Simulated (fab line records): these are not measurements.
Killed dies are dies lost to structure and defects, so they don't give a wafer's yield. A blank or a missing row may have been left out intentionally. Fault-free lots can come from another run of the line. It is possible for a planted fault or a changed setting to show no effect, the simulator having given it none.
Comparing a struck lot with a sound one / flow berkeley cmos170 / 14 steps out of a route of 331
Sound: these wafers, L152.2, L152.3, L152.4. The struck wafers were L142.1, L142.2, L142.6. The cause comes at the end.
Order at every step that has rows: each side's tool, ch and its chambers, its first start. Under that, the readings that differ: sound wafers / struck wafers / difference of the means / sigmas: that difference in standard deviations of wafers without a fault.
alike: words and numbers the same on both sides, and readings whose means are apart by under 2 such deviations; not compared: readings that were withheld, readings missing a value for some wafer, numbers with overlapping values and no deviation given by the record, and bounds like >300 which may hide the same value.
A row with sigmas, a row that says differs or no value, or rows on one side alone: a step with any of these is where the two part. When numbers do not overlap yet have no deviation, they are printed without sigmas and do not part them. Lack of a reading on every wafer of one side parts them only where that side has two or more wafers.

first, 1 step without rows for these wafers: UCB170_M3_PRE_CLEAN_00 (preclean etch time 60 s).
UCB170_M3_SPUTTER_01: material Al, target thk 900 nm, time 120 s.
  struck on pvd sputter-03, day 8 23:16; sound on pvd sputter-04, day 10 21:48
  alike: throttle valve pct
UCB170_M3_RS_MEAS_02: a four-point-probe measurement.
  struck on film metro-02, day 8 23:20; sound on film metro-01, day 10 21:54
  alike: M3_AL_RS
UCB170_M3_THK_MEAS_03: measures by xrf.
  struck on film metro-02, day 8 23:28; sound on film metro-01, day 10 22:01
  alike: M3_AL_THK
then, 3 steps without rows for these wafers: UCB170_M3_HMDS_04 (prime time 60 s); UCB170_M3_COAT_05 (resist thk 900 nm); UCB170_M3_SOFTBAKE_06 (time 60 s).
UCB170_M3_STRIP_07: strips in O2.
  sound on plasma asher-04 ch 0,1, day 10 22:34; struck on plasma asher-03 ch 0,1, day 9 00:05
reading=strip time to endpoint s (s); sound=21.92 21.90 22.00; struck=22.05 22.09 22.06; difference=+0.13; sigmas=+2
  alike: drypump motor current A, oes product au
  not compared: rf hours counter h
then, 4 steps without rows for these wafers: UCB170_M3_STRIP_08 (strips KrF in DMSO, time 600 s); UCB170_M3_COAT_09; UCB170_M3_COAT_10 (resist thk 900 nm); UCB170_M3_SOFTBAKE_11 (time 60 s).
UCB170_M3_EXPOSE_12: exposes mask METAL3, target cd 700 nm.
  struck on krf scanner-01, day 9 00:58; sound on krf scanner-01 ch 0, day 10 23:56
  no value came back on the struck wafers for exposure dose mJ cm2, focus offset nm (nm); on the sound wafers exposure dose mJ cm2 reads 25.971 26.043 26.020
  alike: mask
following that, these wafers have no rows for 1 step: UCB170_M3_PEB_13.

== WHERE THEY PART ==
Last at UCB170_M3_EXPOSE_12 as far as this record goes, first at UCB170_M3_STRIP_07.

WHY: what the simulator had put in
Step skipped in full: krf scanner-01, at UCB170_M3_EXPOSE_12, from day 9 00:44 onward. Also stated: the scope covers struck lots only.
